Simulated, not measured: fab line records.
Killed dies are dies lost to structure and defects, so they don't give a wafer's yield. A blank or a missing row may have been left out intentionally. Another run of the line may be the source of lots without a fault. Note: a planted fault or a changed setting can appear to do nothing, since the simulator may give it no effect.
The same fault as seen by 2 desks	flow berkeley cmos170	each desk holds nothing but its own numbers, with what lay behind them at the end

## FOR THE TOOL OWNER'S DESK: implanter-04
The tool's own readings at UCB170_NVT_IMPLANT_07, given as means over the sampled wafers that have a number, one for each lot that went through this tool. The brackets show how far a lot's mean lies from the usual mean; more than 4 standard deviations puts the lot out of limits, marked OUT.
Columns: A = beam energy keV at UCB170_NVT_IMPLANT_07, usual 49.999; B = end station pressure torr at UCB170_NVT_IMPLANT_07, usual 5e-06 Torr; C = tilt deg at UCB170_NVT_IMPLANT_07, usual 6.998 degrees
lot	first seen here	A	B	C
L235	day 7 11:17	50.004	5e-06	7.022
L240	day 8 00:14	50.003	5e-06	6.995
L245	day 9 04:11	50.002	5e-06	7.005
L247	day 9 19:17	49.985	5e-06	6.976
L250	day 10 02:34	51.636 (+99 or more) OUT	5e-06	7.007
L252	day 10 20:09	51.618 (+99 or more) OUT	5e-06	7.024
This desk's finding: out of limits on L250, L252; first on L250, day 10 02:34 (beam energy keV at UCB170_NVT_IMPLANT_07). L235, L240, L245, L247: within limits.

## METROLOGY DESK
What the gauges read for every lot (on any tool): the sampled wafers with a number, averaged. The brackets show how far a lot's mean lies from the usual mean; more than 4 standard deviations puts the lot out of limits, marked OUT.
Columns: A = cd nm at UCB170_V1_CD_MEAS_90, usual 699.3 nm; B = cd nm at UCB170_V2_CD_MEAS_90, usual 700.2 nm; C = M3_AL_THK at UCB170_M3_THK_MEAS_03, usual 902 nm
lot	first seen here	A	B	C
L235	day 9 09:35	698.9	701.9	909
L238	day 9 11:02	698.5	701.1	908
L236	day 9 13:24	698.3	698.7	904
L241	day 10 03:29	698.0	701.1	899
L240	day 10 04:52	698.7	702.0	907
L239	day 10 06:00	698.6	700.0	899
L242	day 10 21:38	698.9	698.8	903
L244	day 11 00:26	698.9	697.8	890
L245	day 11 04:47	699.8	700.1	893
L247	day 11 17:12	698.0	700.1	907
L250	day 11 23:15	698.8	700.1	902
L252	day 13 05:06	698.8	701.3	907
L253	day 13 07:07	701.0	699.0	914
L257	day 14 02:35	700.0	698.6	905
This desk's verdict: no lot among the 14 shows anything out of limits.

## TAKEN TOGETHER
On L250, L252, at day 10 02:34, an alarm was possible from the tool owner's desk.
Metrology desk: nothing out of limits seen.
The metrology desk holds a record of L250, L252, inside its limits.
All the named lots went through UCB170_NVT_IMPLANT_07 on implanter-04.

## WHAT THE SIMULATOR HAD INSERTED
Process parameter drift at UCB170_NVT_IMPLANT_07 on implanter-04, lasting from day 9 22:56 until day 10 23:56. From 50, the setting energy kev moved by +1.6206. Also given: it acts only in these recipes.
Struck lots among those shown: L250, L252.
Time in hours from fault onset to the first out-of-limits reading at each desk: the tool owner's desk, 4.
